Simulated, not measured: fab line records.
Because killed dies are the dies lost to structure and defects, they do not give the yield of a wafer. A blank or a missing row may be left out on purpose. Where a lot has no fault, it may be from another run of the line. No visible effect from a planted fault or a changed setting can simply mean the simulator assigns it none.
fab line records + flow rit_cmos
[record]
- lots = 12
- wafers = 36
- last_day = 7
route steps=202 shown ACTIVE@15 PWELL@45 NRETRO@61 NLDD@109 M1@202
lots that met no fault: taken from a fault-free run of the same line
start_h: hours from the record's opening day to when the first of the lot's shown wafers began + wait_h: hours elapsed since this lot's preceding step + " the same as in the row above + L1.1+2: one row covering several wafers at once + - either no value or no given start + * or withheld: withheld + < > ~ a bound
route shown NAME@n: NAME is a module with steps in the file, n the number in the route of the first one + usual: average and standard deviation across the fault-free wafers + same: alike in all rows + chamber/n: place in a boat + sites: readings site by site + _std_site: how widely they spread, as a standard deviation + _edge_site: the outer-site mean with the inner-site mean subtracted + radius_mm: how far each site lies from the wafer's centre + mask NAME#n: copy n + behind: tool/chamber where the wafer was last shaped + hold: why the lot was held/for how many hours/how that ended + device: names the non-switching transistor (n, p or np) + end of line: at the end of the route, the tests of the same wafers + a step with no rows: only its recipe + killed: the dies lost at the first sort to structure and to defects; this is not the yield of the wafer + map: dies across one wafer; x = killed, . = not, _ = none there
set.NAME: the setting that was run; set.NAME@STEP: the one run at that earlier step + model.NAME: the simulator's own value behind a step, which no gauge read
steps of the route over a sample of lots; a table a step, a row a wafer
services: from which hour (start_h, from the record's first day; less than 0 if before it) a tool's chamber was out of use, for how many hours, and why
[[steps]]
[step RIT_ACTIVE_STRIP_14]
[recipe]
- chemistry = O2
- time_s = 180
- resist = NOVOLAK
- platen_temp_c = withheld
- power_w = 500
- pressure_mtorr = 4000
- o2_flow_sccm = 4000
[usual]
- drypump_motor_current_A = 5.8/0.48
- rf_refl_power_W = 7.0/1.6
| lot.wafer | tool            | chamber | start_h | wait_h | drypump_motor_current_A | rf_hours_counter_h | rf_refl_power_W |
|-----------|-----------------|---------|---------|--------|-------------------------|--------------------|-----------------|
| L901.1    | plasma_asher-03 | 0       | 15.55   | 0.1    | 5.1                     | 38                 | 6.9             |
| L901.4    | "               | 1       | "       | "      | 6.1                     | -                  | 7.2             |
| L901.5    | "               | 0       | "       | "      | 5.1                     | -                  | 6.8             |
| L902.1    | plasma_asher-03 | 0       | 19.97   | 0.1    | 5.1                     | 38                 | 6.7             |
| L902.2    | "               | 1       | "       | "      | 6.1                     | 38                 | 7.6             |
| L902.4    | "               | 0       | "       | "      | 5.2                     | -                  | 6.8             |
| L903.2    | plasma_asher-04 | 1       | 24.97   | 0.1    | 6.3                     | 38                 | 4.9             |
| L903.4    | "               | 1       | "       | "      | 6.3                     | -                  | 4.7             |
| L903.5    | "               | 1       | "       | "      | 6.3                     | -                  | 4.7             |
| L906.1    | plasma_asher-03 | 1       | 40.55   | 0.1    | 6.1                     | 41                 | 7.7             |
| L906.3    | "               | 0       | "       | "      | 5.2                     | -                  | 6.9             |
| L906.5    | "               | 1       | "       | "      | 6.1                     | -                  | 7.6             |
| L911.2    | plasma_asher-04 | 1       | 66.71   | 0.1    | 6.3                     | 43                 | 4.8             |
| L911.4    | "               | 1       | "       | "      | 6.2                     | -                  | 4.7             |
| L911.5    | "               | 1       | "       | "      | 6.3                     | -                  | 4.8             |
| L912.2    | plasma_asher-04 | 0       | 70.68   | 0.1    | 5.9                     | 44                 | 9.8             |
| L912.4    | "               | 0       | "       | "      | 5.9                     | -                  | 9.7             |
| L912.6    | "               | 0       | "       | "      | 5.9                     | -                  | 9.9             |
| L913.2    | plasma_asher-04 | 1       | 74.97   | 0.1    | 6.3                     | 44                 | 4.8             |
| L913.4    | "               | 1       | "       | "      | 6.3                     | -                  | 4.7             |
| L913.5    | "               | 1       | "       | "      | 6.3                     | -                  | 4.7             |
| L917.1    | plasma_asher-04 | 1       | 95.85   | 0.1    | 6.3                     | 45                 | 4.8             |
| L917.3    | "               | 1       | "       | "      | 6.2                     | -                  | 4.8             |
| L917.5    | "               | 1       | "       | "      | 6.3                     | -                  | 4.7             |
| L919.2    | plasma_asher-04 | 0       | 108.50  | 0.1    | 5.9                     | 47                 | 9.6             |
| L919.3    | "               | 1       | "       | "      | 6.3                     | -                  | 4.8             |
| L919.4    | "               | 0       | "       | "      | 5.9                     | -                  | 9.6             |
| L920.4    | plasma_asher-02 | 1       | 111.48  | 0.1    | 5.1                     | -                  | 5.6             |
| L920.5    | "               | 1       | "       | "      | 5.1                     | -                  | 5.5             |
| L920.6    | "               | 0       | "       | "      | 6.1                     | -                  | 7.6             |
| L922.3    | plasma_asher-02 | 0       | 122.17  | 0.1    | 6.2                     | -                  | 7.8             |
| L922.4    | "               | 1       | "       | "      | 5.1                     | -                  | 5.5             |
| L922.5    | "               | 0       | "       | "      | 6.1                     | -                  | 7.7             |
| L924.2    | plasma_asher-03 | 1       | 130.30  | 0.1    | 6.1                     | 50                 | 7.6             |
| L924.5    | "               | 0       | "       | "      | 5.1                     | -                  | 7.1             |
| L924.6    | "               | 1       | "       | "      | 6.1                     | -                  | 7.6             |
[step RIT_PWELL_OVL_MEAS_06]
[usual]
- PWELL_OVL = 0.0/1.2
| lot.wafer | tool       | chamber | start_h | wait_h | PWELL_OVL[nm] |
|-----------|------------|---------|---------|--------|---------------|
| L901.1    | overlay-02 | -       | 22.52   | -      | 0.1           |
| L901.4    | "          | -       | "       | "      | 0.6           |
| L901.5    | "          | -       | "       | "      | 0.5           |
| L902.1    | overlay-02 | -       | 26.88   | -      | 1.3           |
| L902.2    | "          | -       | "       | "      | -1.1          |
| L902.4    | "          | -       | "       | "      | 1.7           |
| L903.2    | overlay-01 | -       | 31.81   | -      | -2.2          |
| L903.4    | "          | -       | "       | "      | -0.9          |
| L903.5    | "          | -       | "       | "      | -0.7          |
| L906.1    | overlay-01 | -       | 47.43   | -      | -0.8          |
| L906.3    | "          | -       | "       | "      | 0.3           |
| L906.5    | "          | -       | "       | "      | 0.0           |
| L911.2    | overlay-02 | -       | 76.45   | -      | -1.1          |
| L911.4    | "          | -       | "       | "      | -0.9          |
| L911.5    | "          | -       | "       | "      | -0.6          |
| L912.2    | overlay-01 | -       | 77.77   | -      | -1.1          |
| L912.4    | "          | -       | "       | "      | 1.3           |
| L912.6    | "          | -       | "       | "      | 0.5           |
| L913.2    | overlay-01 | -       | 81.97   | -      | -1.6          |
| L913.4    | "          | -       | "       | "      | -1.5          |
| L913.5    | "          | -       | "       | "      | -0.2          |
| L917.1    | overlay-01 | -       | 103.17  | -      | 1.0           |
| L917.3    | "          | -       | "       | "      | -0.1          |
| L917.5    | "          | -       | "       | "      | 1.0           |
| L919.2    | overlay-01 | -       | 115.62  | -      | -0.9          |
| L919.3    | "          | -       | "       | "      | -0.1          |
| L919.4    | "          | -       | "       | "      | 0.3           |
| L920.4    | overlay-01 | -       | 118.53  | -      | 2.1           |
| L920.5    | "          | -       | "       | "      | 1.5           |
| L920.6    | "          | -       | "       | "      | 2.1           |
| L922.3    | overlay-01 | -       | 129.59  | -      | 0.1           |
| L922.4    | "          | -       | "       | "      | 0.6           |
| L922.5    | "          | -       | "       | "      | 0.5           |
| L924.2    | overlay-01 | -       | 137.49  | -      | -0.8          |
| L924.5    | "          | -       | "       | "      | 0.8           |
| L924.6    | "          | -       | "       | "      | -1.1          |
[step RIT_NRETRO_IMPLANT_08]
[recipe]
- species = P
- energy_kev = 70
- dose_cm2 = 1e+13
- tilt_deg = 7
[usual]
- tilt_deg = 7.001/0.022
| lot.wafer | tool         | chamber | start_h | wait_h | tilt_deg |
|-----------|--------------|---------|---------|--------|----------|
| L901.1    | implanter-04 | 0       | 30.16   | 0.2    | 6.983    |
| L901.4    | "            | 0       | "       | "      | 6.998    |
| L901.5    | "            | 0       | "       | "      | 7.006    |
| L902.1    | implanter-04 | 0       | 34.16   | 0.2    | 6.979    |
| L902.2    | "            | 0       | "       | "      | 7.004    |
| L902.4    | "            | 0       | "       | "      | 7.031    |
| L903.2    | implanter-01 | 0       | 39.25   | 0.2    | 7.001    |
| L903.4    | "            | 0       | "       | "      | 6.996    |
| L903.5    | "            | 0       | "       | "      | 6.981    |
| L906.1    | implanter-01 | 0       | 54.72   | 0.2    | 6.985    |
| L906.3    | "            | 0       | "       | "      | 6.989    |
| L906.5    | "            | 0       | "       | "      | 7.001    |
| L911.2    | implanter-01 | 0       | 83.75   | 0.2    | 7.817    |
| L911.4    | "            | 0       | "       | "      | 7.836    |
| L911.5    | "            | 0       | "       | "      | 7.809    |
| L912.2    | implanter-04 | 0       | 85.18   | 0.2    | 6.998    |
| L912.4    | "            | 0       | "       | "      | 7.042    |
| L912.6    | "            | 0       | "       | "      | 7.050    |
| L913.2    | implanter-01 | 0       | 90.31   | 0.2    | 7.770    |
| L913.4    | "            | 0       | "       | "      | 7.765    |
| L913.5    | "            | 0       | "       | "      | 7.788    |
| L917.1    | implanter-04 | 0       | 111.43  | 0.2    | 6.982    |
| L917.3    | "            | 0       | "       | "      | 6.992    |
| L917.5    | "            | 0       | "       | "      | 7.045    |
| L919.2    | implanter-04 | 0       | 123.76  | 0.2    | 6.980    |
| L919.3    | "            | 0       | "       | "      | 6.949    |
| L919.4    | "            | 0       | "       | "      | 6.999    |
| L920.4    | implanter-03 | 0       | 127.05  | 0.2    | 6.985    |
| L920.5    | "            | 0       | "       | "      | 7.025    |
| L920.6    | "            | 0       | "       | "      | 7.000    |
| L922.3    | implanter-03 | 0       | 136.80  | 0.2    | 7.018    |
| L922.4    | "            | 0       | "       | "      | 6.992    |
| L922.5    | "            | 0       | "       | "      | 6.987    |
| L924.2    | implanter-03 | 0       | 144.70  | 0.2    | 7.001    |
| L924.5    | "            | 0       | "       | "      | 6.995    |
| L924.6    | "            | 0       | "       | "      | 7.022    |
[step RIT_NLDD_OVL_MEAS_06]
[usual]
- NLDD_OVL = -0.2/1.5
| lot.wafer | tool       | chamber | start_h | wait_h | NLDD_OVL[nm] |
|-----------|------------|---------|---------|--------|--------------|
| L901.1    | overlay-02 | -       | 42.01   | -      | 0.3          |
| L901.4    | "          | -       | "       | "      | 1.6          |
| L901.5    | "          | -       | "       | "      | 0.3          |
| L902.1    | overlay-01 | -       | 46.13   | -      | -2.0         |
| L902.2    | "          | -       | "       | "      | -0.2         |
| L902.4    | "          | -       | "       | "      | -0.1         |
| L903.2    | overlay-01 | -       | 52.21   | -      | 2.5          |
| L903.4    | "          | -       | "       | "      | 1.8          |
| L903.5    | "          | -       | "       | "      | 1.0          |
| L906.1    | overlay-01 | -       | 67.30   | -      | 1.3          |
| L906.3    | "          | -       | "       | "      | 1.7          |
| L906.5    | "          | -       | "       | "      | 1.4          |
| L912.2    | overlay-02 | -       | 101.77  | -      | -1.3         |
| L912.4    | "          | -       | "       | "      | -2.3         |
| L912.6    | "          | -       | "       | "      | -1.5         |
| L911.2    | overlay-02 | -       | 104.32  | -      | 1.1          |
| L911.4    | "          | -       | "       | "      | 1.0          |
| L911.5    | "          | -       | "       | "      | 0.6          |
| L913.2    | overlay-01 | -       | 104.56  | -      | -1.8         |
| L913.4    | "          | -       | "       | "      | -0.9         |
| L913.5    | "          | -       | "       | "      | -1.3         |
| L917.1    | overlay-01 | -       | 126.25  | -      | 1.5          |
| L917.3    | "          | -       | "       | "      | 2.0          |
| L917.5    | "          | -       | "       | "      | 0.0          |
| L919.2    | overlay-02 | -       | 135.79  | -      | -4.2         |
| L919.3    | "          | -       | "       | "      | -3.3         |
| L919.4    | "          | -       | "       | "      | -2.6         |
| L920.4    | overlay-02 | -       | 138.97  | -      | 1.3          |
| L920.5    | "          | -       | "       | "      | -0.9         |
| L920.6    | "          | -       | "       | "      | -0.2         |
| L922.3    | overlay-02 | -       | 148.20  | -      | -3.4         |
| L922.4    | "          | -       | "       | "      | -1.4         |
| L922.5    | "          | -       | "       | "      | -1.1         |
| L924.2    | overlay-02 | -       | 156.26  | -      | -1.9         |
| L924.5    | "          | -       | "       | "      | -3.1         |
| L924.6    | "          | -       | "       | "      | -2.5         |
[step RIT_M1_PROBE_99]
[usual]
- killed_at_contacts = 0.1/0.23
- killed_at_front_end = 7/3
- killed_dies = 7/3.1
- killed_on_rim = 1.9/1.5
- killed_open = 3.3/2.1
- killed_short = 3.3/2
[same]
- gross_dies = 264
- killed_at_M0_to_M3 = 0
- killed_at_M4_up = 0
- killed_at_back_side = 0
- killed_at_other = 0
| lot.wafer | tool      | chamber | start_h | wait_h | killed_at_contacts | killed_at_front_end | killed_dies | killed_on_rim | killed_open | killed_short |
|-----------|-----------|---------|---------|--------|--------------------|---------------------|-------------|---------------|-------------|--------------|
| L901.1    | prober-02 | -       | 58.67   | 0.1    | 0                  | 12                  | 12          | 4             | 7           | 5            |
| L901.4    | prober-02 | -       | 58.82   | 0.2    | 0                  | 10                  | 10          | 2             | 2           | 8            |
| L901.5    | prober-02 | -       | 58.87   | 0.2    | 0                  | 13                  | 13          | 3             | 9           | 4            |
| L902.1    | prober-01 | -       | 62.16   | 0.1    | 0                  | 6                   | 6           | 1             | 3           | 3            |
| L902.2    | prober-01 | -       | 62.21   | 0.1    | 0                  | 3                   | 3           | 1             | 1           | 2            |
| L902.4    | prober-01 | -       | 62.31   | 0.2    | 0                  | 7                   | 7           | 3             | 4           | 3            |
| L903.2    | prober-02 | -       | 67.69   | 0.1    | 0                  | 6                   | 6           | 4             | 3           | 3            |
| L903.4    | prober-02 | -       | 67.79   | 0.2    | 1                  | 6                   | 7           | 2             | 4           | 3            |
| L903.5    | prober-02 | -       | 67.84   | 0.2    | 0                  | 6                   | 6           | 2             | 2           | 4            |
| L906.1    | prober-01 | -       | 83.82   | 0.1    | 0                  | 8                   | 8           | 2             | 2           | 6            |
| L906.3    | prober-01 | -       | 83.92   | 0.2    | 0                  | 9                   | 9           | 4             | 3           | 6            |
| L906.5    | prober-01 | -       | 84.02   | 0.2    | 0                  | 11                  | 11          | 2             | 5           | 6            |
| L912.2    | prober-02 | -       | 118.49  | 0.1    | 0                  | 7                   | 7           | 1             | 5           | 2            |
| L912.4    | prober-02 | -       | 118.59  | 0.2    | 0                  | 3                   | 3           | 1             | 0           | 3            |
| L912.6    | prober-02 | -       | 118.69  | 0.2    | 0                  | 4                   | 4           | 2             | 4           | 0            |
| L911.2    | prober-01 | -       | 120.53  | 0.1    | 0                  | 9                   | 9           | 3             | 4           | 5            |
| L911.4    | prober-01 | -       | 120.63  | 0.2    | 0                  | 3                   | 3           | 1             | 3           | 0            |
| L911.5    | prober-01 | -       | 120.68  | 0.2    | 0                  | 12                  | 12          | 4             | 8           | 4            |
| L913.2    | prober-02 | -       | 122.54  | 0.1    | 0                  | 8                   | 8           | 1             | 4           | 4            |
| L913.4    | prober-02 | -       | 122.64  | 0.2    | 0                  | 6                   | 6           | 2             | 3           | 3            |
| L913.5    | prober-02 | -       | 122.69  | 0.2    | 0                  | 6                   | 6           | 2             | 5           | 1            |
| L917.1    | prober-02 | -       | 143.67  | 0.1    | 0                  | 6                   | 6           | 2             | 1           | 5            |
| L917.3    | prober-02 | -       | 143.77  | 0.2    | 0                  | 8                   | 8           | 2             | 5           | 3            |
| L917.5    | prober-02 | -       | 143.87  | 0.2    | 0                  | 11                  | 11          | 0             | 7           | 4            |
| L919.2    | prober-02 | -       | 152.87  | 0.1    | 0                  | 8                   | 8           | 2             | 4           | 4            |
| L919.3    | prober-02 | -       | 152.92  | 0.2    | 0                  | 9                   | 9           | 0             | 3           | 6            |
| L919.4    | prober-02 | -       | 152.97  | 0.2    | 1                  | 12                  | 13          | 5             | 8           | 5            |
| L920.4    | prober-01 | -       | 157.34  | 0.2    | 0                  | 6                   | 6           | 3             | 2           | 4            |
| L920.5    | prober-01 | -       | 157.39  | 0.2    | 0                  | 6                   | 6           | 3             | 4           | 2            |
| L920.6    | prober-01 | -       | 157.44  | 0.2    | 0                  | 10                  | 10          | 4             | 2           | 8            |
| L922.3    | prober-01 | -       | 165.15  | 0.2    | 0                  | 9                   | 9           | 5             | 4           | 5            |
| L922.4    | prober-01 | -       | 165.20  | 0.2    | 0                  | 7                   | 7           | 1             | 4           | 3            |
| L922.5    | prober-01 | -       | 165.25  | 0.2    | 0                  | 6                   | 6           | 3             | 5           | 1            |
| L924.2    | prober-01 | -       | 172.99  | 0.1    | 0                  | 1                   | 1           | 0             | 1           | 0            |
| L924.5    | prober-01 | -       | 173.14  | 0.2    | 0                  | 7                   | 7           | 2             | 6           | 1            |
| L924.6    | prober-01 | -       | 173.19  | 0.2    | 0                  | 5                   | 5           | 1             | 3           | 2            |
// killed by level:class
L901.1 GATE:geometric_particle:open=3 REOX:geometric_particle:short=2 SILICIDE:geometric_particle:open=2 SILICIDE:geometric_particle:short=2 FOX1:geometric_particle:open=1 FOX1:geometric_particle:short=1 REOX:geometric_particle:open=1
L901.4 FOX1:geometric_particle:short=5 FOX1:geometric_particle:open=2 GATE:geometric_particle:short=2 SILICIDE:geometric_particle:short=1
L901.5 GATE:geometric_particle:open=3 REOX:geometric_particle:open=2 FOX1:geometric_particle:short=1 FOX1:geometric_particle:open=1 FOX2:geometric_particle:open=1 REOX:geometric_particle:short=1 SPACER:geometric_particle:short=1 SPACER:geometric_particle:open=1
L902.1 SILICIDE:geometric_particle:short=2 FOX1:geometric_particle:open=1 GATE:geometric_particle:short=1 GATE:geometric_particle:open=1 SILICIDE:geometric_particle:open=1
L902.2 FOX2:geometric_particle:short=1 GATE:geometric_particle:short=1 REOX:geometric_particle:open=1
L902.4 SILICIDE:geometric_particle:open=2 FOX1:geometric_particle:open=1 FOX2:geometric_particle:short=1 GATE:geometric_particle:open=1 REOX:geometric_particle:short=1 SPACER:geometric_particle:short=1
L903.2 FOX1:geometric_particle:open=2 FOX1:geometric_particle:short=1 FOX2:geometric_particle:short=1 GATE:geometric_particle:open=1 SPACER:geometric_particle:short=1
L903.4 GATE:geometric_particle:open=4 SPACER:geometric_particle:short=2 CONTACT:geometric_particle:short=1
L903.5 SILICIDE:geometric_particle:open=2 FOX1:geometric_particle:short=1 FOX2:geometric_particle:short=1 GATE:geometric_particle:short=1 SILICIDE:geometric_particle:short=1
L906.1 GATE:geometric_particle:short=4 ACTIVE:geometric_particle:open=1 REOX:geometric_particle:short=1 SPACER:geometric_particle:short=1 SILICIDE:geometric_particle:open=1
L906.3 GATE:geometric_particle:short=3 REOX:geometric_particle:short=2 FOX1:geometric_particle:short=1 GATE:geometric_particle:open=1 SPACER:geometric_particle:open=1 SILICIDE:geometric_particle:open=1
L906.5 FOX1:geometric_particle:open=4 GATE:geometric_particle:short=2 SILICIDE:geometric_particle:short=2 FOX1:geometric_particle:short=1 GATE:geometric_particle:open=1 SPACER:geometric_particle:short=1
L912.2 FOX1:geometric_particle:open=2 GATE:geometric_particle:open=2 FOX1:geometric_particle:short=1 GATE:geometric_particle:short=1 SPACER:geometric_particle:open=1
L912.4 FOX1:geometric_particle:short=1 GATE:geometric_particle:short=1 SILICIDE:geometric_particle:short=1
L912.6 FOX2:geometric_particle:open=2 REOX:geometric_particle:open=1 SPACER:geometric_particle:open=1
L911.2 FOX1:geometric_particle:short=2 REOX:geometric_particle:short=2 SPACER:geometric_particle:open=2 FOX2:geometric_particle:short=1 REOX:geometric_particle:open=1 SILICIDE:geometric_particle:open=1
L911.4 GATE:geometric_particle:open=1 SPACER:geometric_particle:open=1 SILICIDE:geometric_particle:open=1
L911.5 GATE:geometric_particle:open=3 REOX:geometric_particle:open=2 FOX1:geometric_particle:open=1 FOX1:geometric_particle:short=1 REOX:geometric_particle:short=1 SPACER:geometric_particle:open=1 SPACER:geometric_particle:short=1 SILICIDE:geometric_particle:open=1
L913.2 GATE:geometric_particle:short=3 REOX:geometric_particle:open=2 FOX1:geometric_particle:open=1 REOX:geometric_particle:short=1 SPACER:geometric_particle:open=1
L913.4 FOX1:geometric_particle:open=2 FOX1:geometric_particle:short=1 GATE:geometric_particle:open=1 GATE:geometric_particle:short=1 SPACER:geometric_particle:short=1
L913.5 GATE:geometric_particle:open=2 FOX1:geometric_particle:open=1 REOX:geometric_particle:open=1 SPACER:geometric_particle:open=1 SILICIDE:geometric_particle:short=1
L917.1 REOX:geometric_particle:short=2 SILICIDE:geometric_particle:short=2 FOX1:geometric_particle:short=1 REOX:geometric_particle:open=1
L917.3 GATE:geometric_particle:short=3 GATE:geometric_particle:open=2 FOX2:geometric_particle:open=1 REOX:geometric_particle:open=1 SILICIDE:geometric_particle:open=1
L917.5 REOX:geometric_particle:open=3 GATE:geometric_particle:open=2 REOX:geometric_particle:short=2 SILICIDE:geometric_particle:open=2 FOX2:geometric_particle:short=1 GATE:geometric_particle:short=1
L919.2 SILICIDE:geometric_particle:open=2 SILICIDE:geometric_particle:short=2 FOX1:geometric_particle:open=1 GATE:geometric_particle:short=1 REOX:geometric_particle:open=1 SPACER:geometric_particle:short=1
L919.3 REOX:geometric_particle:short=3 GATE:geometric_particle:short=2 FOX1:geometric_particle:open=1 REOX:geometric_particle:open=1 SILICIDE:geometric_particle:short=1 SILICIDE:geometric_particle:open=1
L919.4 SILICIDE:geometric_particle:open=4 GATE:geometric_particle:open=3 GATE:geometric_particle:short=2 SPACER:geometric_particle:short=2 SILICIDE:geometric_particle:short=1 CONTACT:geometric_particle:open=1
L920.4 SILICIDE:geometric_particle:short=3 GATE:geometric_particle:short=1 SILICIDE:geometric_particle:open=1 REOX:geometric_particle:open=1
L920.5 GATE:geometric_particle:open=2 SPACER:geometric_particle:open=2 FOX1:geometric_particle:short=1 GATE:geometric_particle:short=1
L920.6 FOX1:geometric_particle:short=4 SPACER:geometric_particle:short=2 GATE:geometric_particle:short=1 SPACER:geometric_particle:open=1 SILICIDE:geometric_particle:open=1 SILICIDE:geometric_particle:short=1
L922.3 GATE:geometric_particle:open=3 GATE:geometric_particle:short=3 FOX1:geometric_particle:open=1 FOX1:geometric_particle:short=1 SILICIDE:geometric_particle:short=1
L922.4 SPACER:geometric_particle:open=2 SILICIDE:geometric_particle:short=2 GATE:geometric_particle:open=1 REOX:geometric_particle:short=1 SILICIDE:geometric_particle:open=1
L922.5 FOX2:geometric_particle:open=2 REOX:geometric_particle:open=2 REOX:geometric_particle:short=1 SILICIDE:geometric_particle:open=1
L924.2 FOX1:geometric_particle:open=1
L924.5 FOX2:geometric_particle:open=2 FOX2:geometric_particle:short=1 GATE:geometric_particle:open=1 REOX:geometric_particle:open=1 SPACER:geometric_particle:open=1 SILICIDE:geometric_particle:open=1
L924.6 FOX1:geometric_particle:open=1 FOX1:geometric_particle:short=1 FOX2:geometric_particle:short=1 GATE:geometric_particle:open=1 SILICIDE:geometric_particle:open=1
[[services]]
| tool            | chamber | start_h | hours | kind       |
|-----------------|---------|---------|-------|------------|
| plasma_asher-02 | -       | -5.16   | 11.6  | repair     |
| plasma_asher-02 | -       | 25.15   | 1.0   | repair     |
| plasma_asher-04 | -       | 71.89   | 1.8   | repair     |
| plasma_asher-03 | -       | 86.78   | 4.0   | pm         |
| implanter-04    | -       | 90.73   | 4.1   | pm         |
| implanter-04    | -       | 96.55   | 3.2   | repair     |
| plasma_asher-04 | -       | 108.75  | 9.0   | pm         |
| plasma_asher-04 | 0       | 108.75  | 9.0   | vent_cycle |
| plasma_asher-04 | 1       | 108.75  | 9.0   | vent_cycle |
| plasma_asher-04 | 0       | 117.75  | -     | clean      |
| plasma_asher-04 | 1       | 117.75  | -     | clean      |
| implanter-03    | -       | 120.14  | 0.5   | repair     |
| implanter-01    | -       | 123.12  | 0.5   | repair     |
| plasma_asher-04 | -       | 126.51  | 5.2   | repair     |
[[key]]
[first_sign]
- step = RIT_NRETRO_IMPLANT_08
- reading = tilt_deg
- direction = up
- sigmas = 37
- usual = 7.001
- struck = 7.798
effect none on later readings
met_at RIT_NRETRO_IMPLANT_08
struck_lots L911,L913
tester_left_out L911,L913
not_acting_at RIT_ACTIVE_STRIP_14,RIT_PWELL_OVL_MEAS_06,RIT_NLDD_OVL_MEAS_06
onset_between 54.72 83.75
[fault]
- kind = process_parameter_drift
- tool = implanter-01
- chamber = -
- onset_h = 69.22
- steps = RIT_NRETRO_IMPLANT_08
- channel = tilt_deg
- offset = 0.78501
- shape = step
- end_h = 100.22
- acts_in = these_recipes_only
- stated = 7
// tester_left_out: of these lots the tester's yield and bins aren't shown, on N5 and GAA mostly nor the transistor test; their killed dies are dies lost to structure and defects alone, not to doping, threshold or leakage, so they don't give the yield
